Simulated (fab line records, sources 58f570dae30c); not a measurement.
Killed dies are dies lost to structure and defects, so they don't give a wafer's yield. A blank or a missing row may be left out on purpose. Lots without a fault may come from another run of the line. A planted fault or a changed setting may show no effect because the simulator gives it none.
Which tool did it? | flow berkeley_cmos170 | 14 lots, 42 wafers sampled, at 5 steps of a route of 331

WHAT THE GAUGES READ, wafer by wafer
UCB170_SILICIDE_RS_MEAS_02: measures by four-point-probe.
lot  | measured     | on            | SILICIDE_TI_RS (ohm/sq)
L244 | day 6 19:46  | film_metro-02 | 25.7 26.3 25.6
L248 | day 7 15:53  | film_metro-02 | 26.1 26.5 26.3
L246 | day 7 20:18  | film_metro-02 | 25.7 25.8 25.9
L247 | day 7 22:50  | film_metro-02 | 25.8 26.1 26.0
L249 | day 7 22:50  | film_metro-04 | 26.9 26.4 26.6
L250 | day 7 23:01  | film_metro-04 | 25.9 25.7 25.8
L253 | day 8 16:53  | film_metro-02 | 26.7 26.8 26.1
L251 | day 8 17:52  | film_metro-02 | 26.4 26.6 26.0
L252 | day 8 18:02  | film_metro-02 | 26.2 26.5 26.1
L254 | day 8 21:47  | film_metro-02 | 26.4 26.0 26.3
L260 | day 9 21:55  | film_metro-01 | 26.1 25.7 23.9
L263 | day 10 19:53 | film_metro-04 | 24.0 25.8 26.2
L264 | day 10 20:28 | film_metro-04 | 26.0 25.9 26.1
L267 | day 11 21:19 | film_metro-02 | 26.0 26.0 26.4

UCB170_SILICIDE_THK_MEAS_03: measures by xrf.
lot  | measured     | on            | SILICIDE_TI_THK (nm)
L244 | day 6 19:52  | film_metro-02 | 30.1 29.6 30.3
L248 | day 7 16:00  | film_metro-02 | 29.5 29.2 29.3
L246 | day 7 20:25  | film_metro-02 | 30.0 30.0 29.7
L247 | day 7 22:56  | film_metro-02 | 30.0 29.6 29.8
L249 | day 7 22:55  | film_metro-04 | 29.3 29.7 29.6
L250 | day 7 23:08  | film_metro-04 | 30.1 30.4 30.1
L253 | day 8 16:59  | film_metro-02 | 29.1 29.1 29.6
L251 | day 8 17:58  | film_metro-02 | 29.4 29.2 29.8
L252 | day 8 18:09  | film_metro-02 | 29.7 29.3 29.8
L254 | day 8 21:53  | film_metro-02 | 29.4 29.9 29.5
L260 | day 9 22:02  | film_metro-01 | 29.6 29.8 32.0
L263 | day 10 20:00 | film_metro-04 | 32.1 30.2 30.0
L264 | day 10 20:35 | film_metro-04 | 30.0 30.2 30.0
L267 | day 11 21:25 | film_metro-02 | 29.9 29.7 29.5

UCB170_CONTACT_CD_MEAS_15: target cd 700 nm.
lot  | measured     | on        | cd_nm (nm)
L244 | day 7 01:46  | cd_sem-02 | 700.8 699.6 699.4
L248 | day 7 19:59  | cd_sem-01 | 700.2 698.2 699.4
L246 | day 8 00:35  | cd_sem-02 | 701.4 701.8 701.4
L247 | day 8 07:10  | cd_sem-02 | 700.1 699.4 699.0
L249 | day 8 07:25  | cd_sem-02 | 700.7 702.5 702.5
L250 | day 8 06:52  | cd_sem-01 | 700.7 699.1 700.5
L253 | day 8 22:28  | cd_sem-01 | 701.2 700.4 700.3
L251 | day 9 00:22  | cd_sem-02 | 698.8 698.6 698.8
L252 | day 8 23:49  | cd_sem-02 | 701.3 701.6 701.3
L254 | day 9 01:47  | cd_sem-02 | 700.2 700.8 700.2
L260 | day 10 02:17 | cd_sem-01 | 700.1 698.8 699.0
L263 | day 11 00:07 | cd_sem-02 | 698.4 697.8 697.4
L264 | day 11 02:32 | cd_sem-02 | 700.4 700.7 701.2
L267 | day 12 04:01 | cd_sem-01 | 703.0 703.2 701.4

WHICH TOOL RAN EACH LOT (tool, then ch and the chambers of the sampled wafers, then the start)
lot  | UCB170_SILICIDE_SPUTTER_01   | UCB170_CONTACT_RTA_08
L244 | pvd_sputter-04, day 6 19:43  | rtp_anneal-01 ch 0, day 7 00:37
L248 | pvd_sputter-01, day 7 15:51  | rtp_anneal-02 ch 0, day 7 18:57
L246 | pvd_sputter-04, day 7 20:16  | rtp_anneal-02 ch 0, day 7 23:40
L247 | pvd_sputter-04, day 7 22:41  | rtp_anneal-02 ch 0, day 8 05:52
L249 | pvd_sputter-03, day 7 22:41  | rtp_anneal-01 ch 0, day 8 06:17
L250 | pvd_sputter-01, day 7 22:59  | rtp_anneal-01 ch 0, day 8 05:50
L253 | pvd_sputter-03, day 8 16:49  | rtp_anneal-01 ch 0, day 8 21:26
L251 | pvd_sputter-03, day 8 17:49  | rtp_anneal-02 ch 0, day 8 22:55
L252 | pvd_sputter-01, day 8 17:59  | rtp_anneal-01 ch 0, day 8 22:44
L254 | pvd_sputter-03, day 8 21:44  | rtp_anneal-01 ch 0, day 9 00:52
L260 | pvd_sputter-01, day 9 21:53  | rtp_anneal-02 ch 0, day 10 01:23
L263 | pvd_sputter-01, day 10 19:51 | rtp_anneal-02 ch 0, day 10 23:05
L264 | pvd_sputter-03, day 10 20:26 | rtp_anneal-01 ch 0, day 11 01:29
L267 | pvd_sputter-03, day 11 21:16 | rtp_anneal-01 ch 0, day 12 01:35
- UCB170_SILICIDE_SPUTTER_01: material Ti, target thk 30 nm, time 25 s.
- UCB170_CONTACT_RTA_08: time 10 s.

WHAT THE TOOLS THEMSELVES READ (means of the sampled wafers that have a number; where no wafer has one, the mark that the record gives instead)
UCB170_SILICIDE_SPUTTER_01.
lot  | tool           | throttle_valve_pct (%)
L244 | pvd_sputter-04 | 31.4
L248 | pvd_sputter-01 | 30.0
L246 | pvd_sputter-04 | 30.3
L247 | pvd_sputter-04 | 30.9
L249 | pvd_sputter-03 | 29.5
L250 | pvd_sputter-01 | 30.2
L253 | pvd_sputter-03 | 29.6
L251 | pvd_sputter-03 | 30.0
L252 | pvd_sputter-01 | 30.0
L254 | pvd_sputter-03 | 29.3
L260 | pvd_sputter-01 | 29.9
L263 | pvd_sputter-01 | 29.8
L264 | pvd_sputter-03 | 29.5
L267 | pvd_sputter-03 | 29.9

UCB170_CONTACT_RTA_08.
lot  | tool          | lamp_power_pct (%) | wafer_temp_C_max
L244 | rtp_anneal-01 | 31                 | 904.4
L248 | rtp_anneal-02 | 21                 | 905.7
L246 | rtp_anneal-02 | 21                 | 906.4
L247 | rtp_anneal-02 | 21                 | 906.1
L249 | rtp_anneal-01 | 31                 | 904.8
L250 | rtp_anneal-01 | 31                 | 903.8
L253 | rtp_anneal-01 | 31                 | 904.3
L251 | rtp_anneal-02 | 21                 | 905.9
L252 | rtp_anneal-01 | 31                 | 904.3
L254 | rtp_anneal-01 | 31                 | 903.9
L260 | rtp_anneal-02 | 21                 | 905.2
L263 | rtp_anneal-02 | 21                 | 906.6
L264 | rtp_anneal-01 | 31                 | 904.7
L267 | rtp_anneal-01 | 31                 | 904.5

THE ANSWER, worked out from the rows above alone
Rule: what is usual is taken from the lots themselves. Put in order of their means at a reading, lots are off if they are a third of the lots or fewer, leave a main group of 4 or more, and stand apart from it by a gap of 3 or more times the standard deviation of the main group's means; of several such gaps the widest counts. A main group whose means are all the same, to the digits that the tables above print for the reading, isn't used. A lot without any number at a reading at which 4 lots or more have one is off too. The other lots that the step has rows for count as sound. The gauges are gone through in route order, then the tools' own readings, and for those a lot's mean is taken as printed above. The first step at which some lot is off is used, and at that step the reading that is off furthest; a lot without a number counts as furthest.
No lot is off at any reading shown: from this, nothing can be told.

WHAT THE SIMULATOR HAD PUT IN
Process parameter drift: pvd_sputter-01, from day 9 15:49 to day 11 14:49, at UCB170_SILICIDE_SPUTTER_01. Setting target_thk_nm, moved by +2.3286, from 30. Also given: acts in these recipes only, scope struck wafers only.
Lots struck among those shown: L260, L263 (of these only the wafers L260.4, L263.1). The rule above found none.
